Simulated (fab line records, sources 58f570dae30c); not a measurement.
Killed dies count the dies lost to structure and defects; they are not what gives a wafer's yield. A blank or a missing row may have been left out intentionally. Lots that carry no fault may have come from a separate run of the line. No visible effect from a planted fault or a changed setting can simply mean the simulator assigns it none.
Which tool was responsible? / flow berkeley_cmos170 / 14 lots with 42 wafers sampled at 7 steps, on a route of 331 steps

## WHAT THE GAUGES SHOWED, per wafer
UCB170_PLDD_CD_MEAS_06: the cd target is 1200 nm.
lot=L435; measured=day 6 16:58; on=cd_sem-01; cd_nm (nm)=1197.9 1198.3 1198.3
lot=L434; measured=day 6 17:14; on=cd_sem-01; cd_nm (nm)=1200.6 1199.5 1199.8
lot=L438; measured=day 7 00:14; on=cd_sem-02; cd_nm (nm)=1200.7 1201.3 1202.8
lot=L436; measured=day 7 00:16; on=cd_sem-01; cd_nm (nm)=1199.1 1199.6 1198.4
lot=L437; measured=day 7 00:31; on=cd_sem-02; cd_nm (nm)=1199.9 1199.1 1199.8
lot=L440; measured=day 7 03:10; on=cd_sem-02; cd_nm (nm)=1199.7 1200.6 1200.2
lot=L439; measured=day 7 03:24; on=cd_sem-02; cd_nm (nm)=1196.7 1197.8 1199.2
lot=L441; measured=day 7 19:30; on=cd_sem-02; cd_nm (nm)=1198.7 1198.2 1199.3
lot=L447; measured=day 9 05:24; on=cd_sem-02; cd_nm (nm)=1197.7 1198.7 1197.9
lot=L453; measured=day 10 10:15; on=cd_sem-02; cd_nm (nm)=1197.2 1196.0 1196.3
lot=L457; measured=day 11 03:14; on=cd_sem-01; cd_nm (nm)=1202.5 1200.9 1201.4
lot=L456; measured=day 11 04:01; on=cd_sem-02; cd_nm (nm)=1200.9 1199.8 1200.0
lot=L454; measured=day 11 04:10; on=cd_sem-02; cd_nm (nm)=1197.2 1196.7 1196.3
lot=L455; measured=day 11 04:17; on=cd_sem-01; cd_nm (nm)=1202.1 1201.0 1200.9

UCB170_PSD_CD_MEAS_06: the cd target is 1200 nm.
lot=L435; measured=day 7 01:16; on=cd_sem-01; cd_nm (nm)=1200.6 1200.0 1200.8
lot=L434; measured=day 7 01:32; on=cd_sem-01; cd_nm (nm)=1199.9 1199.4 1200.5
lot=L438; measured=day 7 07:05; on=cd_sem-02; cd_nm (nm)=1198.8 1200.2 1200.1
lot=L436; measured=day 7 07:28; on=cd_sem-01; cd_nm (nm)=1196.2 1197.6 1197.4
lot=L437; measured=day 7 07:17; on=cd_sem-01; cd_nm (nm)=1199.6 1199.3 1199.3
lot=L440; measured=day 7 11:18; on=cd_sem-01; cd_nm (nm)=1197.6 1198.7 1197.5
lot=L439; measured=day 7 11:37; on=cd_sem-01; cd_nm (nm)=1201.2 1200.4 1199.7
lot=L441; measured=day 8 03:48; on=cd_sem-01; cd_nm (nm)=1201.6 1201.0 1200.1
lot=L447; measured=day 9 14:38; on=cd_sem-01; cd_nm (nm)=1199.2 1198.0 1199.6
lot=L453; measured=day 10 18:59; on=cd_sem-02; cd_nm (nm)=1198.1 1196.5 1197.5
lot=L457; measured=day 11 11:35; on=cd_sem-02; cd_nm (nm)=1198.3 1198.1 1198.6
lot=L456; measured=day 11 11:58; on=cd_sem-02; cd_nm (nm)=1199.4 1199.3 1199.4
lot=L454; measured=day 11 11:55; on=cd_sem-01; cd_nm (nm)=1201.4 1200.0 1199.7
lot=L455; measured=day 11 12:14; on=cd_sem-02; cd_nm (nm)=1197.0 1196.3 1195.9

UCB170_PSD_TW_MEAS_10.
lot=L435; measured=day 7 01:40; on=film_metro-03; PSD_TW=2343 2317 2325
lot=L434; measured=day 7 01:56; on=film_metro-02; PSD_TW=2370 2367 2354
lot=L438; measured=day 7 07:29; on=film_metro-03; PSD_TW=2322 2335 2330
lot=L436; measured=day 7 07:52; on=film_metro-03; PSD_TW=2326 2332 2328
lot=L437; measured=day 7 07:42; on=film_metro-02; PSD_TW=2354 2362 2355
lot=L440; measured=day 7 11:43; on=film_metro-01; PSD_TW=2307 2313 2305
lot=L439; measured=day 7 12:01; on=film_metro-02; PSD_TW=2236 2240 2248 2251 2253 2256
lot=L441; measured=day 8 04:11; on=film_metro-01; PSD_TW=2210 2212 2223 2209 2211 2226
lot=L447; measured=day 9 15:02; on=film_metro-01; PSD_TW=2314 2323 2316
lot=L453; measured=day 10 19:23; on=film_metro-01; PSD_TW=2314 2309 2308
lot=L457; measured=day 11 12:00; on=film_metro-01; PSD_TW=2320 2316 2320
lot=L456; measured=day 11 12:22; on=film_metro-02; PSD_TW=2349 2341 2342
lot=L454; measured=day 11 12:17; on=film_metro-01; PSD_TW=2315 2298 2309
lot=L455; measured=day 11 12:37; on=film_metro-03; PSD_TW=2308 2306 2308

UCB170_NSD_CD_MEAS_06: the cd target is 1200 nm.
lot=L435; measured=day 7 04:05; on=cd_sem-02; cd_nm (nm)=1199.6 1200.3 1199.8
lot=L434; measured=day 7 04:24; on=cd_sem-02; cd_nm (nm)=1200.9 1199.3 1198.8
lot=L438; measured=day 7 08:45; on=cd_sem-02; cd_nm (nm)=1198.7 1198.8 1197.5
lot=L436; measured=day 7 09:19; on=cd_sem-02; cd_nm (nm)=1200.1 1198.9 1198.0
lot=L437; measured=day 7 09:03; on=cd_sem-01; cd_nm (nm)=1200.7 1202.0 1199.4
lot=L440; measured=day 7 13:26; on=cd_sem-01; cd_nm (nm)=1201.8 1201.6 1201.2
lot=L439; measured=day 7 16:45; on=cd_sem-01; cd_nm (nm)=1201.6 1201.3 1203.0
lot=L441; measured=day 8 08:39; on=cd_sem-02; cd_nm (nm)=1197.7 1197.6 1197.3
lot=L447; measured=day 9 16:43; on=cd_sem-02; cd_nm (nm)=1200.6 1201.7 1200.9
lot=L453; measured=day 10 23:38; on=cd_sem-02; cd_nm (nm)=1199.9 1201.5 1199.9
lot=L457; measured=day 11 13:04; on=cd_sem-01; cd_nm (nm)=1199.9 1199.2 1198.7
lot=L456; measured=day 11 13:47; on=cd_sem-02; cd_nm (nm)=1199.9 1200.5 1199.9
lot=L454; measured=day 11 13:43; on=cd_sem-01; cd_nm (nm)=1198.2 1198.7 1198.4
lot=L455; measured=day 11 13:57; on=cd_sem-01; cd_nm (nm)=1197.6 1199.0 1198.2

UCB170_SDANNEAL_RS_MEAS_02: uses a four-point probe to measure.
lot=L435; measured=day 7 05:53; on=film_metro-01; PSD_RS (ohm/sq)=75.78 76.02 75.84
lot=L434; measured=day 7 06:05; on=film_metro-03; PSD_RS (ohm/sq)=75.84 75.57 75.98
lot=L438; measured=day 7 12:54; on=film_metro-01; PSD_RS (ohm/sq)=75.67 75.56 75.57
lot=L436; measured=day 7 12:55; on=film_metro-03; PSD_RS (ohm/sq)=75.50 75.54 75.61
lot=L437; measured=day 7 13:13; on=film_metro-02; PSD_RS (ohm/sq)=75.51 75.33 75.50
lot=L440; measured=day 7 15:04; on=film_metro-01; PSD_RS (ohm/sq)=75.62 75.68 75.59
lot=L439; measured=day 7 19:31; on=film_metro-02; PSD_RS (ohm/sq)=77.69 77.70 77.76 77.90 77.70 77.69
lot=L441; measured=day 8 10:41; on=film_metro-03; PSD_RS (ohm/sq)=77.49 77.85 77.90 77.44 77.86 77.77
lot=L447; measured=day 9 18:15; on=film_metro-01; PSD_RS (ohm/sq)=76.08 75.98 76.16
lot=L453; measured=day 11 01:57; on=film_metro-02; PSD_RS (ohm/sq)=75.12 75.36 75.30
lot=L457; measured=day 11 14:46; on=film_metro-02; PSD_RS (ohm/sq)=75.52 75.55 75.17
lot=L456; measured=day 11 15:23; on=film_metro-03; PSD_RS (ohm/sq)=75.50 75.59 75.42
lot=L454; measured=day 11 15:12; on=film_metro-01; PSD_RS (ohm/sq)=75.77 75.79 75.88
lot=L455; measured=day 11 15:28; on=film_metro-02; PSD_RS (ohm/sq)=75.60 75.55 75.44

## WHAT TOOL EACH LOT RAN ON (gives the tool, then ch and the chambers of the sampled wafers, and finally the start)
lot=L435; UCB170_PSD_IMPLANT_08=implanter-02 ch 0, day 7 01:25; UCB170_PSD_STRIP_09=plasma_asher-01 ch 0,1, day 7 01:34
lot=L434; UCB170_PSD_IMPLANT_08=implanter-03 ch 0, day 7 01:41; UCB170_PSD_STRIP_09=plasma_asher-02 ch 0,1, day 7 01:50
lot=L438; UCB170_PSD_IMPLANT_08=implanter-04 ch 0, day 7 07:14; UCB170_PSD_STRIP_09=plasma_asher-02 ch 1, day 7 07:23
lot=L436; UCB170_PSD_IMPLANT_08=implanter-04 ch 0, day 7 07:37; UCB170_PSD_STRIP_09=plasma_asher-01 ch 0,1, day 7 07:45
lot=L437; UCB170_PSD_IMPLANT_08=implanter-02 ch 0, day 7 07:27; UCB170_PSD_STRIP_09=plasma_asher-03 ch 0,1, day 7 07:36
lot=L440; UCB170_PSD_IMPLANT_08=implanter-04 ch 0, day 7 11:28; UCB170_PSD_STRIP_09=plasma_asher-02 ch 0,1, day 7 11:37
lot=L439; UCB170_PSD_IMPLANT_08=implanter-02 ch 0, day 7 11:47; UCB170_PSD_STRIP_09=plasma_asher-03 ch 0,1, day 7 11:55
lot=L441; UCB170_PSD_IMPLANT_08=implanter-02 ch 0, day 8 03:58; UCB170_PSD_STRIP_09=plasma_asher-01 ch 1, day 8 04:05
lot=L447; UCB170_PSD_IMPLANT_08=implanter-03 ch 0, day 9 14:47; UCB170_PSD_STRIP_09=plasma_asher-03 ch 0,1, day 9 14:56
lot=L453; UCB170_PSD_IMPLANT_08=implanter-03 ch 0, day 10 19:09; UCB170_PSD_STRIP_09=plasma_asher-03 ch 0,1, day 10 19:16
lot=L457; UCB170_PSD_IMPLANT_08=implanter-03 ch 0, day 11 11:45; UCB170_PSD_STRIP_09=plasma_asher-03 ch 0,1, day 11 11:54
lot=L456; UCB170_PSD_IMPLANT_08=implanter-04 ch 0, day 11 12:08; UCB170_PSD_STRIP_09=plasma_asher-03 ch 0,1, day 11 12:15
lot=L454; UCB170_PSD_IMPLANT_08=implanter-02 ch 0, day 11 12:04; UCB170_PSD_STRIP_09=plasma_asher-01 ch 0,1, day 11 12:12
lot=L455; UCB170_PSD_IMPLANT_08=implanter-03 ch 0, day 11 12:24; UCB170_PSD_STRIP_09=plasma_asher-01 ch 0,1, day 11 12:32
- UCB170_PSD_IMPLANT_08
- UCB170_PSD_STRIP_09: strips in O2.

## AS READ BY THE TOOLS THEMSELVES (means over the sampled wafers that have a number; for cases with no such wafer, the mark the record gives instead)
UCB170_PSD_IMPLANT_08.
lot=L435 tool=implanter-02 beam_energy_keV=19.999 faraday_current_uA=9151
lot=L434 tool=implanter-03 beam_energy_keV=20.006 faraday_current_uA=9466
lot=L438 tool=implanter-04 beam_energy_keV=20.004 faraday_current_uA=9269
lot=L436 tool=implanter-04 beam_energy_keV=19.998 faraday_current_uA=9435
lot=L437 tool=implanter-02 beam_energy_keV=20.003 faraday_current_uA=9252
lot=L440 tool=implanter-04 beam_energy_keV=19.996 faraday_current_uA=9153
lot=L439 tool=implanter-02 beam_energy_keV=16.404 faraday_current_uA=8981
lot=L441 tool=implanter-02 beam_energy_keV=16.401 faraday_current_uA=9082
lot=L447 tool=implanter-03 beam_energy_keV=19.997 faraday_current_uA=9395
lot=L453 tool=implanter-03 beam_energy_keV=20.004 faraday_current_uA=9243
lot=L457 tool=implanter-03 beam_energy_keV=19.999 faraday_current_uA=9320
lot=L456 tool=implanter-04 beam_energy_keV=20.000 faraday_current_uA=9292
lot=L454 tool=implanter-02 beam_energy_keV=20.001 faraday_current_uA=9191
lot=L455 tool=implanter-03 beam_energy_keV=19.989 faraday_current_uA=9399

UCB170_PSD_STRIP_09.
lot=L435; tool=plasma_asher-01; drypump_motor_current_A (A)=5.9; oes_product_au (a.u.)=0.604; strip_time_to_endpoint_s (s)=29.26
lot=L434; tool=plasma_asher-02; drypump_motor_current_A (A)=5.9; oes_product_au (a.u.)=0.604; strip_time_to_endpoint_s (s)=29.39
lot=L438; tool=plasma_asher-02; drypump_motor_current_A (A)=6.0; oes_product_au (a.u.)=0.603; strip_time_to_endpoint_s (s)=29.37
lot=L436; tool=plasma_asher-01; drypump_motor_current_A (A)=5.9; oes_product_au (a.u.)=0.600; strip_time_to_endpoint_s (s)=29.37
lot=L437; tool=plasma_asher-03; drypump_motor_current_A (A)=5.0; oes_product_au (a.u.)=0.607; strip_time_to_endpoint_s (s)=29.45
lot=L440; tool=plasma_asher-02; drypump_motor_current_A (A)=5.9; oes_product_au (a.u.)=0.604; strip_time_to_endpoint_s (s)=29.44
lot=L439; tool=plasma_asher-03; drypump_motor_current_A (A)=4.9; oes_product_au (a.u.)=0.619; strip_time_to_endpoint_s (s)=27.78
lot=L441; tool=plasma_asher-01; drypump_motor_current_A (A)=6.0; oes_product_au (a.u.)=0.618; strip_time_to_endpoint_s (s)=27.93
lot=L447; tool=plasma_asher-03; drypump_motor_current_A (A)=4.9; oes_product_au (a.u.)=0.603; strip_time_to_endpoint_s (s)=29.37
lot=L453; tool=plasma_asher-03; drypump_motor_current_A (A)=4.9; oes_product_au (a.u.)=0.604; strip_time_to_endpoint_s (s)=29.44
lot=L457; tool=plasma_asher-03; drypump_motor_current_A (A)=5.0; oes_product_au (a.u.)=0.599; strip_time_to_endpoint_s (s)=29.39
lot=L456; tool=plasma_asher-03; drypump_motor_current_A (A)=5.0; oes_product_au (a.u.)=0.604; strip_time_to_endpoint_s (s)=29.39
lot=L454; tool=plasma_asher-01; drypump_motor_current_A (A)=5.9; oes_product_au (a.u.)=0.602; strip_time_to_endpoint_s (s)=29.24
lot=L455; tool=plasma_asher-01; drypump_motor_current_A (A)=5.9; oes_product_au (a.u.)=0.599; strip_time_to_endpoint_s (s)=29.41

## THE ANSWER, worked out from the rows above alone
Rule: usual is defined by the lots themselves. Put in order of their means at a reading, lots are off if they are a third of the lots or fewer, leave a main group of 4 or more, and stand apart from it by a gap of 3 or more times the standard deviation of the main group's means; of several such gaps the widest counts. If all means in a main group match to the digits the tables above print for the reading, that group is not used. A lot without any number at a reading at which 4 lots or more have one is off too. The other lots that the step has rows for count as sound. First the gauges in route order, then the tools' own readings, where a lot's mean is used as printed above. At the first step where some lot is off, the reading lying furthest off is the one used; lots without a number count as furthest.
Off: L439, L441, at UCB170_PSD_TW_MEAS_10 (PSD_TW). The main group: mean 2327, standard deviation 18.
If a tool, at a process step before that reading, ran all the lots that are off and no sound lot after the first of them, it fits. Not tried: the gauges at UCB170_PSD_TW_MEAS_10; whatever is off there is also off at UCB170_PSD_IMPLANT_08, on other tools, and gauge error can't account for it. Not one of the candidates tried fits.

## WHAT HAD BEEN PUT IN BY THE SIMULATOR
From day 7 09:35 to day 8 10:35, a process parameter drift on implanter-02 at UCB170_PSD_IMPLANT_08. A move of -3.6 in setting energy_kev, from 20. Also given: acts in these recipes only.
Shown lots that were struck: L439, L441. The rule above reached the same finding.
